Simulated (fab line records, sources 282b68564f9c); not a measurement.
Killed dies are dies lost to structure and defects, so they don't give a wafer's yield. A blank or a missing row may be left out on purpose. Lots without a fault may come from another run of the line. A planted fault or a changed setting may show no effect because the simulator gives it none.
fab line records | flow rit_cmos
record lots=5 wafers=15 last_day=7
route steps=202 shown PWELL@44 WELLDRIVE@50 NWELL@51 NRETRO@53 M1@202
lots that met no fault: from a run of the same line without faults
start_h: hours from the record's first day to the start of the lot's first wafer shown | wait_h: hours since the lot's step before | " the same as in the row above | L1.1+2: a row that stands for several wafers | - no value, or no start given | * or withheld: withheld | < > ~ a bound
route shown NAME@n: a module of which the file shows steps, and the number in the route of the first | usual: mean/standard deviation of fault-free wafers | same: alike in all rows | chamber/n: place in a boat | sites: the reading at each site | _std_site: their standard deviation | _edge_site: outer sites' mean less inner sites' | radius_mm: how far each site lies from the wafer's centre | mask NAME#n: copy n | behind: the tool/chamber that last shaped the wafer | hold: why the lot was held/for how many hours/how that ended | device: the transistor (n, p or np) that didn't switch | end of line: the same wafers' tests at the end of the route | a step without rows: its recipe alone | killed: dies lost to structure and defects at the first sort, not the wafer's yield | map: a wafer's dies, x killed, . not, _ none there
set.NAME: the setting as run; set.NAME@STEP: as run at that earlier step | model.NAME: the simulator's own value behind a step, which no gauge read
lots at some steps of the route; a table a step, a row a wafer
services: from which hour (start_h, from the record's first day; less than 0 if before it) a tool's chamber was out of use, for how many hours, and why
## steps
# step RIT_PWELL_DEVELOP_05
# recipe resist=NOVOLAK develop_time_s=68 dev_temp_c=23
# step RIT_PWELL_OVL_MEAS_06
# usual PWELL_OVL=0.9/1.6
# columns lot.wafer tool chamber start_h wait_h PWELL_OVL[nm]
L846.3 overlay-02 - 27.59 - -0.6
L846.4 " - " " -2.3
L846.5 " - " " 0.1
L856.1 overlay-02 - 81.11 - -0.6
L856.4 " - " " 0.4
L856.5 " - " " -1.6
L858.1 overlay-01 - 89.42 - 0.0
L858.3 " - " " 0.2
L858.4 " - " " 0.2
L859.1 overlay-01 - 94.77 - 3.2
L859.4 " - " " 2.7
L859.5 " - " " 3.4
L868.2 overlay-02 - 141.01 - 3.2
L868.3 " - " " 3.0
L868.6 " - " " 1.1
# step RIT_PWELL_HARDBAKE_07
# recipe resist=NOVOLAK temp_c=140 time_s=120
# step RIT_PWELL_IMPLANT_08
# recipe species=B energy_kev=170 dose_cm2=7e+13 tilt_deg=7
# step RIT_PWELL_STRIP_09
# recipe chemistry=O2 time_s=180 resist=NOVOLAK platen_temp_c=withheld power_w=500 pressure_mtorr=4000 o2_flow_sccm=4000
# usual drypump_motor_current_A=5.7/0.3
# columns lot.wafer tool chamber start_h wait_h drypump_motor_current_A rf_hours_counter_h
L846.3 plasma_asher-02 1 28.07 0.1 5.8 -
L846.4 " 0 " " 5.6 -
L846.5 " 1 " " 5.8 -
L856.1 plasma_asher-02 1 81.55 0.1 5.7 45
L856.4 " 1 " " 5.8 -
L856.5 " 1 " " 5.8 -
L858.1 plasma_asher-03 0 89.86 0.1 5.5 29
L858.3 " 0 " " 5.5 -
L858.4 " 1 " " 5.4 -
L859.1 plasma_asher-02 0 95.21 0.1 5.6 47
L859.4 " 0 " " 5.6 -
L859.5 " 0 " " 5.6 -
L868.2 plasma_asher-03 0 141.44 0.1 5.5 35
L868.3 " 1 " " 5.4 -
L868.6 " 1 " " 5.4 -
# step RIT_PWELL_TW_MEAS_10
# usual PWELL_TW=955/6.6
# columns lot.wafer tool chamber start_h wait_h PWELL_TW
L846.3 film_metro-03 - 28.21 0.1 955
L846.4 " - " " 953
L846.5 " - " " 955
L856.1 film_metro-03 - 81.72 0.1 958
L856.4 " - " " 968
L856.5 " - " " 958
L858.1 film_metro-03 - 90.03 0.1 956
L858.3 " - " " 963
L858.4 " - " " 962
L859.1 film_metro-03 - 95.38 0.1 957
L859.4 " - " " 963
L859.5 " - " " 966
L868.2 film_metro-01 - 141.62 0.1 951
L868.3 " - " " 952
L868.6 " - " " 953
# step RIT_WELLDRIVE_ANNEAL_00
# recipe temp_c=1100 time_s=14700 ambient=N2
# step RIT_WELLDRIVE_RS_MEAS_01
# recipe thk_meas_gauge=four-point-probe
# usual NWELL_RS=275.5/0.92
# columns lot.wafer tool chamber start_h wait_h NWELL_RS[ohm/sq]
L846.3 film_metro-03 - 35.14 0.0 275.3
L846.4 " - " " 275.5
L846.5 " - " " 275.4
L856.1 film_metro-04 - 86.87 0.0 275.8
L856.4 " - " " 276.0
L856.5 " - " " 276.2
L858.1 film_metro-03 - 96.36 0.0 274.9
L858.3 " - " " 275.1
L858.4 " - " " 276.1
L859.1 film_metro-04 - 101.45 0.0 274.3
L859.4 " - " " 273.8
L859.5 " - " " 273.3
L868.2 film_metro-04 - 147.55 0.0 275.1
L868.3 " - " " 275.0
L868.6 " - " " 275.2
# step RIT_WELLDRIVE_RS_MEAS_02
# recipe thk_meas_gauge=four-point-probe
# usual PWELL_RS=429.3/1.2
# columns lot.wafer tool chamber start_h wait_h PWELL_RS[ohm/sq]
L846.3 film_metro-03 - 35.26 0.1 428.3
L846.4 " - " " 429.2
L846.5 " - " " 428.6
L856.1 film_metro-04 - 86.99 0.1 429.5
L856.4 " - " " 429.5
L856.5 " - " " 429.3
L858.1 film_metro-03 - 96.48 0.1 429.3
L858.3 " - " " 429.7
L858.4 " - " " 428.6
L859.1 film_metro-04 - 101.57 0.1 430.6
L859.4 " - " " 427.2
L859.5 " - " " 429.1
L868.2 film_metro-04 - 147.67 0.1 427.8
L868.3 " - " " 428.8
L868.6 " - " " 428.3
# step RIT_NRETRO_HMDS_00
# recipe prime_time_s=60 prime_temp_c=140
# step RIT_NRETRO_COAT_01
# recipe resist=NOVOLAK spin_rpm=2000 resist_thk_nm=1300
# step RIT_NRETRO_SOFTBAKE_02
# recipe resist=NOVOLAK temp_c=90 time_s=60
# step RIT_NRETRO_EXPOSE_03
# recipe mask_id=M4 na=0.57 target_cd_nm=43900 dose_mj=250
# columns lot.wafer tool chamber start_h wait_h mask
L846.3+4+5 iline_stepper-02 0 35.95 0.2 M4#0
L856.1+4+5 iline_stepper-01 0 87.56 0.1 M4#0
L858.1+3+4 iline_stepper-01 0 97.05 0.1 M4_R1#0
L859.1+4+5 iline_stepper-02 0 102.26 0.2 M4#0
L868.2+3+6 iline_stepper-01 0 148.29 0.1 M4#0
# step RIT_NRETRO_PEB_04
# recipe resist=NOVOLAK temp_c=withheld time_s=withheld
# step RIT_M1_PROBE_99
# usual killed_at_contacts=0.1/0.25 killed_at_front_end=6.8/2.7 killed_dies=6.8/2.7 killed_on_rim=1.7/1.2 killed_open=3.4/1.8 killed_short=3.5/1.7
# same gross_dies=264 killed_at_M0_to_M3=0 killed_at_M4_up=0 killed_at_back_side=0 killed_at_other=0
# columns lot.wafer tool chamber start_h wait_h killed_at_contacts killed_at_front_end killed_dies killed_on_rim killed_open killed_short
L856.1 prober-01 - 127.90 0.7 1 7 8 0 4 4
L856.4 prober-01 - 128.05 0.8 0 4 4 0 0 4
L856.5 prober-01 - 128.10 0.8 1 7 8 2 2 6
L858.1 prober-01 - 128.80 1.5 0 8 8 1 5 3
L858.3 prober-01 - 128.90 1.5 0 9 9 2 4 5
L858.4 prober-01 - 128.95 1.6 0 10 10 3 4 6
L859.1 prober-01 - 132.10 0.1 0 6 6 2 3 3
L859.4 prober-01 - 132.25 0.2 0 5 5 1 3 2
L859.5 prober-01 - 132.30 0.2 0 11 11 3 5 6
L868.2 prober-02 - 176.93 0.1 0 6 6 1 6 0
L868.3 prober-02 - 176.98 0.2 0 5 5 1 1 4
L868.6 prober-02 - 177.13 0.2 0 9 9 0 7 2
# killed by level:class
L856.1 REOX:geometric_particle:open=3 GATE:geometric_particle:short=1 GATE:geometric_particle:open=1 REOX:geometric_particle:short=1 SILICIDE:geometric_particle:short=1 CONTACT:geometric_particle:short=1
L856.4 GATE:geometric_particle:short=3 REOX:geometric_particle:short=1
L856.5 SPACER:geometric_particle:short=2 SILICIDE:geometric_particle:short=2 FOX1:geometric_particle:short=1 GATE:geometric_particle:open=1 REOX:geometric_particle:short=1 CONTACT:geometric_particle:open=1
L858.1 GATE:geometric_particle:short=3 FOX1:geometric_particle:open=2 SPACER:geometric_particle:open=2 GATE:geometric_particle:open=1
L858.3 GATE:geometric_particle:open=4 REOX:geometric_particle:short=3 FOX2:geometric_particle:short=1 GATE:geometric_particle:short=1
L858.4 GATE:geometric_particle:short=3 GATE:geometric_particle:open=2 FOX2:geometric_particle:short=1 REOX:geometric_particle:open=1 SPACER:geometric_particle:short=1 SPACER:geometric_particle:open=1 SILICIDE:geometric_particle:short=1
L859.1 GATE:geometric_particle:short=2 GATE:geometric_particle:open=2 FOX2:geometric_particle:short=1 REOX:geometric_particle:open=1
L859.4 FOX1:geometric_particle:open=1 FOX2:geometric_particle:open=1 GATE:geometric_particle:short=1 REOX:geometric_particle:open=1 SPACER:geometric_particle:short=1
L859.5 FOX2:geometric_particle:short=2 GATE:geometric_particle:open=2 REOX:geometric_particle:open=2 SPACER:geometric_particle:short=2 GATE:geometric_particle:short=1 SPACER:geometric_particle:open=1 SILICIDE:geometric_particle:short=1
L868.2 SPACER:geometric_particle:open=2 SILICIDE:geometric_particle:open=2 FOX2:geometric_particle:open=1 GATE:geometric_particle:open=1
L868.3 REOX:geometric_particle:short=3 SILICIDE:geometric_particle:short=1 SILICIDE:geometric_particle:open=1
L868.6 GATE:geometric_particle:open=2 REOX:geometric_particle:short=2 FOX1:geometric_particle:open=1 FOX2:geometric_particle:open=1 REOX:geometric_particle:open=1 SPACER:geometric_particle:open=1 SILICIDE:geometric_particle:open=1
## services
# columns tool chamber start_h hours kind
plasma_asher-03 - 13.66 0.8 repair
iline_stepper-02 - 20.94 10.6 repair
iline_stepper-02 - 36.19 1.7 pm
iline_stepper-01 - 47.06 4.2 repair
plasma_asher-02 - 126.35 4.3 pm
iline_stepper-01 - 137.83 1.7 pm
## key
first_sign step=RIT_NRETRO_EXPOSE_03 reading=mask direction=changed
effect none on later readings
met_at RIT_NRETRO_EXPOSE_03
struck_wafers L858.1,L858.3,L858.4
tester_left_out L858
onset_between 87.56 97.05
fault kind=wrong_mask tool=any chamber=- onset_h=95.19 steps=RIT_NRETRO_EXPOSE_03 aux_copy=M4_R1#0 cd_offset_nm=300 scope=struck_lots_only
# tester_left_out: of these lots the tester's yield and bins aren't shown, on N5 and GAA mostly nor the transistor test; their killed dies are dies lost to structure and defects alone, not to doping, threshold or leakage, so they don't give the yield
